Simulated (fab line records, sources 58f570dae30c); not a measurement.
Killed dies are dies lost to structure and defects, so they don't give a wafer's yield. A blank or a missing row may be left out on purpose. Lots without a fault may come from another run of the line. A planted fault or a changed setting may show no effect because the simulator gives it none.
Chamber matching | flow berkeley_cmos170 | UCB170_V1_CVD_00 on pecvd-02: 3 sister chambers
The step deposits SiO2 from TEOS/O2, target thk 2000 nm, time 250 s. 3 wafers are shown with their chamber, then 7 later ones without.

WAFERS WITH THEIR CHAMBER
wafer  | chamber | heater_power_w (W)
L611.6 | 2       | 202
L613.1 | 1       | 199
L613.5 | 0       | 216

WAFERS WITHOUT THEIR CHAMBER
wafer  | heater_power_w (W)
L613.6 | 146
L616.4 | 204
L616.5 | 217
L616.6 | 210
L626.1 | 196
L626.4 | 203
L626.5 | 149

WHICH CHAMBER EACH WENT THROUGH
wafer  | from the rows above          | in truth
L613.6 | can't be placed: 1 or 2 or 0 | 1
L616.4 | can't be placed: 2 or 1 or 0 | 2
L616.5 | can't be placed: 0 or 2 or 1 | 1
L616.6 | can't be placed: 0 or 2 or 1 | 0
L626.1 | can't be placed: 1 or 2 or 0 | 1
L626.4 | can't be placed: 2 or 1 or 0 | 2
L626.5 | can't be placed: 1 or 2 or 0 | 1
Placed correctly: 0 of 7. Can't be placed from these rows: 7 (the true chamber is among the candidates in 7). Placed wrongly: 0.
How it was worked out, from the rows above alone: a wafer's distance from a chamber is the root of the sum, over the readings, of the square of ((its reading less the chamber's mean) divided by the reading's scatter). The wafer belongs to the nearest chamber; if the next one is less than 2 further off, it can't be placed. A chamber's mean is the mean of its shown wafers. The scatter: with one shown wafer a chamber, the root of the mean of the squares of how far each hidden wafer lies from its nearest shown one.
